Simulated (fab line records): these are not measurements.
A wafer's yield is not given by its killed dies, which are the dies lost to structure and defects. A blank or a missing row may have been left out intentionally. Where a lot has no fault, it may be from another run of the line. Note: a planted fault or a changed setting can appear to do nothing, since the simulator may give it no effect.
Which tool is to blame? ; flow rit-cmos ; 13 lots with 39 wafers sampled at 2 steps, on a route of 202 steps

## WHAT THE GAUGES SHOWED, per wafer
RIT_GATE_CD_MEAS_16 targets a cd of 150 nm.
lot;measured;on;cd-nm (nm)
L194;day 2 14:09;cd-sem-01;150.8 150.0 149.5
L195;day 2 18:38;cd-sem-02;148.2 150.2 151.4
L196;day 2 23:35;cd-sem-01;150.2 151.7 150.3
L199;day 3 14:18;cd-sem-02;149.7 148.3 148.9
L200;day 3 19:31;cd-sem-02;149.2 148.7 150.5
L204;day 4 14:44;cd-sem-02;152.6 149.6 153.4
L208;day 5 10:49;cd-sem-02;155.1 157.0 154.1
L210;day 5 19:53;cd-sem-01;150.7 153.0 150.9
L211;day 6 00:54;cd-sem-01;150.0 148.9 148.0
L212;day 6 06:46;cd-sem-01;150.1 154.2 153.0
L213;day 6 11:46;cd-sem-02;147.4 147.4 149.9
L214;day 6 17:04;cd-sem-02;150.0 149.8 148.4
L217;day 7 09:22;cd-sem-01;148.9 149.4 149.2

## EACH LOT AND THE TOOL THAT RAN IT (in order: tool; ch and the chambers of the sampled wafers; start)
lot;RIT_GATE_DEVELOP_15
L194;litho-track-01 ch 0, day 2 14:00
L195;litho-track-04 ch 0, day 2 18:00
L196;litho-track-04 ch 0, day 2 23:00
L199;litho-track-02 ch 0, day 3 14:00
L200;litho-track-01 ch 0, day 3 19:00
L204;litho-track-02 ch 0, day 4 14:00
L208;litho-track-02 ch 0, day 5 10:00
L210;litho-track-01 ch 0, day 5 19:00
L211;litho-track-01 ch 0, day 6 00:00
L212;litho-track-04 ch 0, day 6 06:00
L213;litho-track-01 ch 0, day 6 11:00
L214;litho-track-01 ch 0, day 6 16:00
L217;litho-track-04 ch 0, day 7 09:00
- RIT_GATE_DEVELOP_15: develop time 50 s.

## WHAT THE TOOLS THEMSELVES READ (means of the sampled wafers that have a number; where no wafer has one, the mark that the record gives instead)
The record holds no such reading with a usual standard deviation.

## THE ANSWER, worked out from the rows above alone
Rule: the usual values come from the lots themselves. The widest of any qualifying gaps counts: lots, ordered by their means at a reading, are off when they make up no more than a third of the lots, leave a main group of 4 or more, and stand apart from it by 3 or more times the standard deviation of that group's means. A main group is skipped when, at the precision printed for the reading in the tables above, its means are all equal. Also off: a lot with no number at a reading for which 4 or more lots have one. The other lots that the step has rows for count as sound. After the gauges, taken in route order, come the tools' own readings; for these a lot's mean is taken, as printed above. At the first step where some lot is off, the reading lying furthest off is the one used; lots without a number count as furthest.
No lot is off on any of the readings shown, so nothing can be concluded from this.

## WHAT THE SIMULATOR PUT IN
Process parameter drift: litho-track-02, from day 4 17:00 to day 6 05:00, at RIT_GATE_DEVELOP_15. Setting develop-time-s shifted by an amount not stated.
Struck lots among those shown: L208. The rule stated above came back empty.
